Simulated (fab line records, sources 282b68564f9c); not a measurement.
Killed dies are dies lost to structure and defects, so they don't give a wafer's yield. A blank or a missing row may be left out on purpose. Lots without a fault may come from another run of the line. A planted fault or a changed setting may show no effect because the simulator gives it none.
Split-lot experiment | flow rit_cmos | 5 lots, 23 wafers read, on a route of 202 steps

THE SPLIT
At RIT_GATE_CVD_08 (deposits poly-Si from SiH4, target thk 250 nm, time 2220 s), the setting pressure_mtorr was moved away from the recipe's 300 mTorr on 15 of the 23 wafers read, by -9.0% to +7.3%. The other wafers ran this setting at the recipe's value.

The file shows no step between the split and the reading.

THE READING
GATE_POLY_THK, in nm, at RIT_GATE_THK_MEAS_09. Fault-free wafers of this fab line usually give 250.5 nm, standard deviation 2.1 nm.

wafer  | tool, chamber at the split | pressure_mtorr as run, mTorr | against the recipe | GATE_POLY_THK, nm | against lot-mates on the recipe
L078.1 | lpcvd-02, 1                | 300                          | recipe             | 251.5             | -
L078.3 | lpcvd-02, 1                | 300                          | recipe             | 251.1             | -
L078.5 | lpcvd-02, 1                | 300                          | recipe             | 251.7             | -
L079.1 | -, -                       | 314.9                        | +5.0%              | 261.5             | no lot-mate on the recipe
L079.3 | -, -                       | 314.9                        | +5.0%              | 258.3             | no lot-mate on the recipe
L079.4 | -, -                       | 314.9                        | +5.0%              | 260.7             | no lot-mate on the recipe
L079.5 | -, -                       | 314.9                        | +5.0%              | 260.2             | no lot-mate on the recipe
L079.6 | -, -                       | 314.9                        | +5.0%              | 258.5             | no lot-mate on the recipe
L080.1 | -, -                       | 321.8                        | +7.3%              | 258.3             | no lot-mate on the recipe
L080.3 | -, -                       | 321.8                        | +7.3%              | 254.8             | no lot-mate on the recipe
L080.4 | -, -                       | 321.8                        | +7.3%              | 259.2             | no lot-mate on the recipe
L080.5 | -, -                       | 321.8                        | +7.3%              | 257.2             | no lot-mate on the recipe
L080.6 | -, -                       | 321.8                        | +7.3%              | 259.6             | no lot-mate on the recipe
L082.1 | -, -                       | 273                          | -9.0%              | 238.7             | no lot-mate on the recipe
L082.2 | -, -                       | 273                          | -9.0%              | 237.7             | no lot-mate on the recipe
L082.4 | -, -                       | 273                          | -9.0%              | 235.7             | no lot-mate on the recipe
L082.5 | -, -                       | 273                          | -9.0%              | 236.1             | no lot-mate on the recipe
L082.6 | -, -                       | 273                          | -9.0%              | 237.6             | no lot-mate on the recipe
L084.1 | -, -                       | 300                          | recipe             | 248.4             | -
L084.3 | -, -                       | 300                          | recipe             | 247.3             | -
L084.4 | -, -                       | 300                          | recipe             | 247.6             | -
L084.5 | -, -                       | 300                          | recipe             | 248.6             | -
L084.6 | -, -                       | 300                          | recipe             | 249.9             | -

THE FIT
A straight line over all 23 wafers: GATE_POLY_THK changes by +1.4 nm for each +1% of pressure_mtorr; r = +0.96; the points scatter about the line by 2.4 nm.
Too few moved wafers have a lot-mate on the recipe to fit a line with each lot's own level taken away.

THE WHOLE CHAIN: every reading that the file lists as answering this split, in the file's order
step                 | what it does                                               | reading                                                                        | change (the file's fit)             | r (the file's)
RIT_GATE_CVD_08      | deposits poly-Si from SiH4, target thk 250 nm, time 2220 s | poly-Si_of_GATE_CVD_08.thk_nm (the simulator's own value, which no gauge read) | +1.4 nm for each +1% of the setting | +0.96
RIT_GATE_THK_MEAS_09 |                                                            | GATE_POLY_THK                                                                  | +1.4 for each +1% of the setting    | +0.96

THE FILE'S OWN FIT
GATE_POLY_THK changes by +1.4 nm for each +1% of pressure_mtorr, r = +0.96.
